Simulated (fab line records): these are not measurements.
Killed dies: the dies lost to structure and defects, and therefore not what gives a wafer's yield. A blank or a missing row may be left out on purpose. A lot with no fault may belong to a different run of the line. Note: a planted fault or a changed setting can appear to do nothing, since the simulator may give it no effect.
Check of tool commonality | flow berkeley-cmos170 | 48 wafers sampled across 14 lots

== REASON IT WAS OPENED ==
At UCB170_ACTIVE_OVL_MEAS_14 the reading ACTIVE_OVL is flagged on 2 of 14 lots. Fault-free wafers read 5 nm, with a standard deviation of 5.3.
Rule: a lot gets a flag if all its wafers with a number sit over 4 standard deviations from that mean, or if no wafer of it has a number. All remaining lots are regarded as sound.

lot  | measured    | on         | ACTIVE_OVL (nm), wafer by wafer | flag
L115 | day 4 18:30 | overlay-02 | 5 8 10                          |
L117 | day 5 08:41 | overlay-02 | 9 4 8                           |
L116 | day 5 13:20 | overlay-01 | 1 6 7                           |
L119 | day 5 20:52 | overlay-01 | -1 9 -3                         |
L118 | day 5 21:08 | overlay-01 | 17 21 16                        |
L122 | day 6 13:10 | overlay-01 | 7 8 11                          |
L125 | day 6 21:04 | overlay-02 | -5 1 2                          |
L126 | day 7 03:15 | overlay-01 | 6 3 0                           |
L129 | day 8 00:23 | overlay-01 | 9 5 5                           |
L131 | day 8 09:09 | overlay-02 | -1 1 -6                         |
L132 | day 8 10:07 | overlay-02 | 107 108 101 104 105 100         | FLAGGED
L133 | day 9 03:22 | overlay-01 | 102 100 98 99 97 97             | FLAGGED
L135 | day 9 11:04 | overlay-02 | 13 13 7                         |
L137 | day 9 21:01 | overlay-01 | 10 10 16                        |
The numbers of the flagged lots are 102 nm on average: +96 nm against the usual, or +18 standard deviations.

== WHICH TOOL EACH LOT WENT THROUGH ==
The record keeps 1 process step preceding the reading, out of 331 steps on the route. Each cell gives the tool, then ch followed by the chambers the sampled wafers passed through, then the start.
lot  | flag    | UCB170_ACTIVE_EXPOSE_10
L115 |         | krf-scanner-02 ch 0, day 4 17:52
L117 |         | krf-scanner-02 ch 0, day 5 08:02
L116 |         | krf-scanner-01 ch 0, day 5 12:50
L119 |         | krf-scanner-02 ch 0, day 5 19:49
L118 |         | krf-scanner-02 ch 0, day 5 20:08
L122 |         | krf-scanner-01 ch 0, day 6 12:35
L125 |         | krf-scanner-01 ch 0, day 6 20:29
L126 |         | krf-scanner-01 ch 0, day 7 02:47
L129 |         | krf-scanner-01 ch 0, day 7 23:53
L131 |         | krf-scanner-02 ch 0, day 8 08:01
L132 | FLAGGED | krf-scanner-02 ch 0, day 8 08:27
L133 | FLAGGED | krf-scanner-02 ch 0, day 9 02:52
L135 |         | krf-scanner-01 ch 0, day 9 10:35
L137 |         | krf-scanner-01 ch 0, day 9 20:32
What these steps do:
- UCB170_ACTIVE_EXPOSE_10: exposes mask ACTIVE, target cd 1200 nm.
- UCB170_ACTIVE_OVL_MEAS_14

== FLAGGED OVER TOTAL, TOOL BY TOOL (the gauges that took the reading come last) ==
step                      | tool           | lots run | flagged | share of the flagged lots | sound lots run after its first flagged lot
UCB170_ACTIVE_EXPOSE_10   | krf-scanner-01 | 7        | 0       | none                      | -
UCB170_ACTIVE_EXPOSE_10   | krf-scanner-02 | 7        | 2       | all                       | 0
UCB170_ACTIVE_OVL_MEAS_14 | overlay-01     | 8        | 1       | some                      | 1 (L137)
UCB170_ACTIVE_OVL_MEAS_14 | overlay-02     | 6        | 1       | some                      | 1 (L135)

== THE TABLE: WHAT IT ALLOWS ==
Rows of the table that ran each flagged lot: 1, that is krf-scanner-02 at UCB170_ACTIVE_EXPOSE_10.
- krf-scanner-02 at UCB170_ACTIVE_EXPOSE_10: 2 of its 7 lots flagged. Its last sound lot is L131 (day 8 08:01), its first flagged lot L132 (day 8 08:27): a fault that began between those two fits.
One tool is left: krf-scanner-02 at UCB170_ACTIVE_EXPOSE_10.

== WHAT HAD BEEN PUT IN BY THE SIMULATOR ==
Scanner matching overlay: krf-scanner-02, from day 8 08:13 on, at UCB170_ACTIVE_EXPOSE_10. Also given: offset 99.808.
Shown lots that were struck: L132, L133. Same finding as the rule above.
